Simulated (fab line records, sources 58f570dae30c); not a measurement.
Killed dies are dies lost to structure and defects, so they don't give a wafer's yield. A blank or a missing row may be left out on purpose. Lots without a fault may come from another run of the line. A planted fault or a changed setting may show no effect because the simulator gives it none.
Split-lot experiment | flow berkeley_cmos170 | 5 lots, 23 wafers read, on a route of 331 steps

THE SPLIT
At UCB170_NVT_IMPLANT_07, the setting dose_cm2 was moved away from the recipe's 3e+12 on 11 of the 23 wafers read, by -4.3% to +6.8%. The other wafers ran this setting at the recipe's value.

FROM THE SPLIT TO THE READING: what the file shows between them, 1 step
- UCB170_NVT_STRIP_08: strips in O2

THE READING
NVT_TW, at UCB170_NVT_TW_MEAS_09. Fault-free wafers of this fab line usually give 522, standard deviation 3.9.

wafer  | tool, chamber at the split | dose_cm2 as run | against the recipe | NVT_TW | against lot-mates on the recipe
L074.2 | implanter-02, 0            | 3e+12           | recipe             | 520    | -
L074.3 | implanter-02, 0            | 3.096e+12       | +3.2%              | 523    | +2
L074.4 | implanter-02, 0            | 3.096e+12       | +3.2%              | 522    | +2
L074.5 | implanter-02, 0            | 3.096e+12       | +3.2%              | 527    | +6
L074.6 | implanter-02, 0            | 3e+12           | recipe             | 521    | -
L077.1 | implanter-04, 0            | 3e+12           | recipe             | 521    | -
L077.3 | implanter-04, 0            | 3.203e+12       | +6.8%              | 531    | +10
L077.4 | implanter-04, 0            | 3.203e+12       | +6.8%              | 536    | +14
L077.5 | implanter-04, 0            | 3.203e+12       | +6.8%              | 536    | +14
L077.6 | implanter-04, 0            | 3e+12           | recipe             | 522    | -
L078.1 | implanter-01, 0            | 2.872e+12       | -4.3%              | 512    | -8
L078.2 | implanter-01, 0            | 2.872e+12       | -4.3%              | 512    | -8
L078.3 | implanter-01, 0            | 3e+12           | recipe             | 519    | -
L078.4 | implanter-01, 0            | 3e+12           | recipe             | 520    | -
L078.6 | implanter-01, 0            | 2.872e+12       | -4.3%              | 515    | -4
L082.1 | implanter-01, 0            | 3e+12           | recipe             | 526    | -
L082.3 | implanter-01, 0            | 3e+12           | recipe             | 527    | -
L082.4 | implanter-01, 0            | 3e+12           | recipe             | 528    | -
L083.1 | implanter-04, 0            | 3e+12           | recipe             | 525    | -
L083.2 | implanter-04, 0            | 3.102e+12       | +3.4%              | 532    | +6
L083.3 | implanter-04, 0            | 3.102e+12       | +3.4%              | 530    | +4
L083.5 | implanter-04, 0            | 3e+12           | recipe             | 528    | -
L083.6 | implanter-04, 0            | 3e+12           | recipe             | 525    | -

THE FIT
A straight line over all 23 wafers: NVT_TW changes by +1.77 for each +1% of dose_cm2; r = +0.86; the points scatter about the line by 3.4.
The same after taking each lot's own level away (the mean of its wafers on the recipe; 23 wafers): +1.68 for each +1%; r = +0.95; scatter 1.8.
On that fit, the largest move of dose_cm2 shifts the reading by 11.
The lots' own levels span 519.5 to 527.0, that is 1.9 times the standard deviation above.
So the lot-to-lot level changes the slope little: the two slopes agree.
Check: with one of the wafers moved furthest among these (+6.8%) left out of the fit, the line predicts +11.7 for it against its lot-mates. It came out at +9.5 against them.

OTHER SPLITS ON THESE WAFERS
These wafers also went through other splits before the reading. Each is held against what the fit with the lots' levels taken away leaves over:
other split on the same wafers          | wafers away from the commonest value | r with NVT_TW (lot level and that fit taken away)
UCB170_NWELL_IMPLANT_14 dose_cm2        | 8                                    | +0.52
UCB170_PWELL_CVD_05 temp_c              | 10                                   | +0.25
UCB170_PWELL_IMPLANT_15 dose_cm2        | 8                                    | -0.26
UCB170_WELLDRIVE_OXIDATION_01 ox_time_s | 15                                   | -0.14
UCB170_ACTIVE_ETCH_15 time_s            | 9                                    | +0.11

THE FILE'S OWN FIT
NVT_TW changes by +1.65 for each +1% of dose_cm2, r = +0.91.
